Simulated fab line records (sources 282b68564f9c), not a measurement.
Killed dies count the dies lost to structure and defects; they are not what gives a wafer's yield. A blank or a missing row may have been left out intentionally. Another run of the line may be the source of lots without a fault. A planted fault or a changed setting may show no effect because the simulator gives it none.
Split-lot experiment	flow ritCmos	23 wafers read from 5 lots, route of 202 steps

## SPLIT DETAILS
At RIT_FOX2_OXIDATION_00 (target thk 350.7 nm, ox time 1130 s), the setting tempC was moved away from the recipe's 1100 C on 15 of the 23 wafers read, by +0.8% to +2.7%. All remaining wafers had this setting at the recipe value.

## FROM THE SPLIT TO THE READING: what the file shows between them, 23 steps
- RIT_FOX2_THK_MEAS_01
- RIT_FOX2_CLEAN_02: cleans in dHF, time 180 s
- RIT_FOX2_WET_ETCH_03: etches Si3N4 in H3PO4, target depth 195 nm, time 2700 s
- RIT_FOX2_THK_MEAS_90
- RIT_NWELL_IMPLANT_08 (also split here: doseCm2)
- RIT_NWELL_STRIP_09: strips in O2, time 180 s
- RIT_NWELL_TW_MEAS_10
- RIT_PWELL_COAT_01: resist thk 1300 nm (also split here: spinRpm)
- RIT_PWELL_SOFTBAKE_02: time 57.01 s
- RIT_PWELL_EXPOSE_03: exposes mask M3, target cd 43700 nm
- RIT_PWELL_DEVELOP_05: develop time 68 s
- RIT_PWELL_HARDBAKE_07: time 120 s
- RIT_PWELL_IMPLANT_08
- RIT_PWELL_STRIP_09: strips in O2, time 180 s
- RIT_WELLDRIVE_ANNEAL_00: time 14700 s
- RIT_WELLDRIVE_RS_MEAS_01: measures by four-point-probe
- RIT_PRETRO_IMPLANT_08 (also split here: doseCm2)
- RIT_PRETRO_STRIP_09: strips in O2, time 180 s
- RIT_PRETRO_TW_MEAS_10
- RIT_GATE_WET_ETCH_00: etches SiO2 in BOE, target depth 56 nm, time 60 s
- RIT_GATE_CLEAN_01: cleans in SC1, time 600 s
- RIT_GATE_CLEAN_03: cleans in SC2, time 600 s
- RIT_GATE_CLEAN_04: cleans in dHF, time 60 s

## THE READING
FIELD_OXIDE_LEFT_2_THK, in nm, at RIT_FOX2_THK_MEAS_91. A value of 252 nm with a standard deviation of 5.9 nm is what fault-free wafers of this fab line usually give.

wafer	tool, chamber at the split	tempC as run, C	against the recipe	FIELD_OXIDE_LEFT_2_THK, nm	against lot-mates on the recipe
L075.1	-, -	1130	+2.7%	297	no lot-mate on the recipe
L075.2	-, -	1130	+2.7%	297	no lot-mate on the recipe
L075.4	-, -	1130	+2.7%	299	no lot-mate on the recipe
L075.5	-, -	1130	+2.7%	301	no lot-mate on the recipe
L075.6	-, -	1130	+2.7%	300	no lot-mate on the recipe
L076.2	-, -	1100	recipe	257	-
L076.3	-, -	1100	recipe	261	-
L076.4	-, -	1100	recipe	260	-
L076.5	-, -	1100	recipe	259	-
L076.6	-, -	1100	recipe	261	-
L080.1	-, -	1109	+0.8%	262	no lot-mate on the recipe
L080.2	-, -	1109	+0.8%	261	no lot-mate on the recipe
L080.3	-, -	1109	+0.8%	265	no lot-mate on the recipe
L080.4	-, -	1109	+0.8%	262	no lot-mate on the recipe
L080.5	-, -	1109	+0.8%	265	no lot-mate on the recipe
L082.1	furnace-01, 0	1100	recipe	246	-
L082.3	furnace-01, 0	1100	recipe	246	-
L082.6	furnace-01, 0	1100	recipe	245	-
L084.1	-, -	1125	+2.3%	299	no lot-mate on the recipe
L084.2	-, -	1125	+2.3%	294	no lot-mate on the recipe
L084.3	-, -	1125	+2.3%	298	no lot-mate on the recipe
L084.5	-, -	1125	+2.3%	297	no lot-mate on the recipe
L084.6	-, -	1125	+2.3%	291	no lot-mate on the recipe

FIT RESULTS
A straight line over all 23 wafers: FIELD_OXIDE_LEFT_2_THK changes by +17.4 nm for each +1% of tempC; r = +0.97; the points scatter about the line by 5.4 nm.
Too few moved wafers have a lot-mate on the recipe to fit a line with each lot's own level taken away.

## THE WHOLE CHAIN: every reading that the file lists as answering this split, in the file's order
step	what it does	reading	change (the file's fit)	r (the file's)
RIT_FOX2_OXIDATION_00	target thk 350.7 nm, ox time 1130 s	SiO2_of_FOX2_OXIDATION_00.thkNm (the simulator's own value, which no gauge read)	+17.4 nm for each +1% of the setting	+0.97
RIT_FOX2_THK_MEAS_01		FOX2_OXIDE_THK	+17.5 for each +1% of the setting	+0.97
RIT_FOX2_WET_ETCH_03	etches Si3N4 in H3PO4, target depth 195 nm, time 2700 s	SiO2_of_FOX2_OXIDATION_00.thkNm (the simulator's own value, which no gauge read)	+17.5 nm for each +1% of the setting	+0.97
RIT_FOX2_THK_MEAS_90		FIELD_OXIDE_LEFT_1_THK	+17.5 for each +1% of the setting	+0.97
RIT_FOX2_THK_MEAS_91		FIELD_OXIDE_LEFT_2_THK	+17.3 for each +1% of the setting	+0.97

## FILE'S OWN FIT
FIELD_OXIDE_LEFT_2_THK changes by +17.3 nm for each +1% of tempC, r = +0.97.
